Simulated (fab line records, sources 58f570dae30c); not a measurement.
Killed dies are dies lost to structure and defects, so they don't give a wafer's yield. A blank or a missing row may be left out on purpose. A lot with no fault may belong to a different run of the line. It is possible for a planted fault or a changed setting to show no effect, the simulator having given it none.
Commonality check across tools :: flow berkeley_cmos170 :: Lots sampled 14, wafers sampled 42

== REASON FOR OPENING ==
At UCB170_NWELL_TW_MEAS_16 the reading NWELL_TW is flagged on 2 of 14 lots. Wafers without a fault read 1234, standard deviation 11.
Rule: a lot gets a flag if all its wafers with a number sit over 4 standard deviations from that mean, or if no wafer of it has a number. The other lots count as sound.

lot: L991
measured: day 2 11:49
on: film_metro-02
NWELL_TW, wafer by wafer: 1231 1238 1236
flag: 

lot: L993
measured: day 2 21:33
on: film_metro-04
NWELL_TW, wafer by wafer: 1236 1236 1240
flag: 

lot: L994
measured: day 3 03:33
on: film_metro-01
NWELL_TW, wafer by wafer: 1220 1223 1223
flag: 

lot: L995
measured: day 3 08:35
on: film_metro-04
NWELL_TW, wafer by wafer: 1251 1243 1241
flag: 

lot: L996
measured: day 3 15:53
on: film_metro-02
NWELL_TW, wafer by wafer: 1235 1239 1244
flag: 

lot: L100
measured: day 4 13:41
on: film_metro-01
NWELL_TW, wafer by wafer: 1374 1368 1371
flag: FLAGGED

lot: L102
measured: day 4 22:17
on: film_metro-04
NWELL_TW, wafer by wafer: 1396 1392 1403
flag: FLAGGED

lot: L106
measured: day 5 14:53
on: film_metro-04
NWELL_TW, wafer by wafer: 1255 1264 1258
flag: 

lot: L108
measured: day 6 05:37
on: film_metro-01
NWELL_TW, wafer by wafer: 1237 1224 1230
flag: 

lot: L109
measured: day 6 05:44
on: film_metro-02
NWELL_TW, wafer by wafer: 1232 1230 1234
flag: 

lot: L110
measured: day 6 10:08
on: film_metro-04
NWELL_TW, wafer by wafer: 1256 1258 1263
flag: 

lot: L111
measured: day 6 18:30
on: film_metro-01
NWELL_TW, wafer by wafer: 1240 1244 1229
flag: 

lot: L112
measured: day 6 18:43
on: film_metro-02
NWELL_TW, wafer by wafer: 1225 1234 1230
flag: 

lot: L113
measured: day 7 04:55
on: film_metro-02
NWELL_TW, wafer by wafer: 1241 1243 1234
flag: 
On average the flagged lots' numbers are 1384, which is +150 against the usual, or +14 standard deviations.

== EACH LOT AND THE TOOL IT RAN ON ==
The record keeps 1 process step preceding the reading, out of 331 steps on the route. Every cell lists first the tool, next ch and the chambers used by the sampled wafers, and last the start.
lot: L991
flag: 
UCB170_NWELL_IMPLANT_14: implanter-02 ch 0, day 2 11:35

lot: L993
flag: 
UCB170_NWELL_IMPLANT_14: implanter-03 ch 0, day 2 21:18

lot: L994
flag: 
UCB170_NWELL_IMPLANT_14: implanter-04 ch 0, day 3 03:19

lot: L995
flag: 
UCB170_NWELL_IMPLANT_14: implanter-04 ch 0, day 3 08:22

lot: L996
flag: 
UCB170_NWELL_IMPLANT_14: implanter-03 ch 0, day 3 15:39

lot: L100
flag: FLAGGED
UCB170_NWELL_IMPLANT_14: implanter-03 ch 0, day 4 13:28

lot: L102
flag: FLAGGED
UCB170_NWELL_IMPLANT_14: implanter-03 ch 0, day 4 21:59

lot: L106
flag: 
UCB170_NWELL_IMPLANT_14: implanter-04 ch 0, day 5 14:39

lot: L108
flag: 
UCB170_NWELL_IMPLANT_14: implanter-02 ch 0, day 6 05:22

lot: L109
flag: 
UCB170_NWELL_IMPLANT_14: implanter-04 ch 0, day 6 05:29

lot: L110
flag: 
UCB170_NWELL_IMPLANT_14: implanter-04 ch 0, day 6 09:53

lot: L111
flag: 
UCB170_NWELL_IMPLANT_14: implanter-04 ch 0, day 6 18:15

lot: L112
flag: 
UCB170_NWELL_IMPLANT_14: implanter-02 ch 0, day 6 18:29

lot: L113
flag: 
UCB170_NWELL_IMPLANT_14: implanter-02 ch 0, day 7 04:40
What is done by these steps:
- UCB170_NWELL_IMPLANT_14
- UCB170_NWELL_TW_MEAS_16

== FLAGGED AGAINST TOTAL, ONE TOOL AT A TIME (gauges that did the reading follow at the end) ==
step: UCB170_NWELL_IMPLANT_14
tool: implanter-02
lots run: 4
flagged: 0
share of the flagged lots: none
sound lots run after its first flagged lot: -

step: UCB170_NWELL_IMPLANT_14
tool: implanter-03
lots run: 4
flagged: 2
share of the flagged lots: all
sound lots run after its first flagged lot: 0

step: UCB170_NWELL_IMPLANT_14
tool: implanter-04
lots run: 6
flagged: 0
share of the flagged lots: none
sound lots run after its first flagged lot: -

step: UCB170_NWELL_TW_MEAS_16
tool: film_metro-01
lots run: 4
flagged: 1
share of the flagged lots: some
sound lots run after its first flagged lot: 2 (L108,L111)

step: UCB170_NWELL_TW_MEAS_16
tool: film_metro-02
lots run: 5
flagged: 0
share of the flagged lots: none
sound lots run after its first flagged lot: -

step: UCB170_NWELL_TW_MEAS_16
tool: film_metro-04
lots run: 5
flagged: 1
share of the flagged lots: some
sound lots run after its first flagged lot: 2 (L106,L110)

== THE TABLE: WHAT IT ALLOWS ==
1 row of the table ran every flagged lot: implanter-03 at UCB170_NWELL_IMPLANT_14.
- implanter-03 at UCB170_NWELL_IMPLANT_14: 2 of its 4 lots flagged. It ran its last sound lot, L996, at day 3 15:39 and its first flagged lot, L100, at day 4 13:28: a fault with its onset between the two fits. Its own readings lie more than 4 standard deviations out on every wafer of the flagged lots: dose_ions_cm2, faraday_current_uA.
One tool is left: implanter-03 at UCB170_NWELL_IMPLANT_14.

== WHAT THE SIMULATOR HAD PUT IN ==
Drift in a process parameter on implanter-03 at UCB170_NWELL_IMPLANT_14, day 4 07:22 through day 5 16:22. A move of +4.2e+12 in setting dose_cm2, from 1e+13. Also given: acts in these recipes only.
Shown lots that were struck: L100, L102. This agrees with what the rule above found.
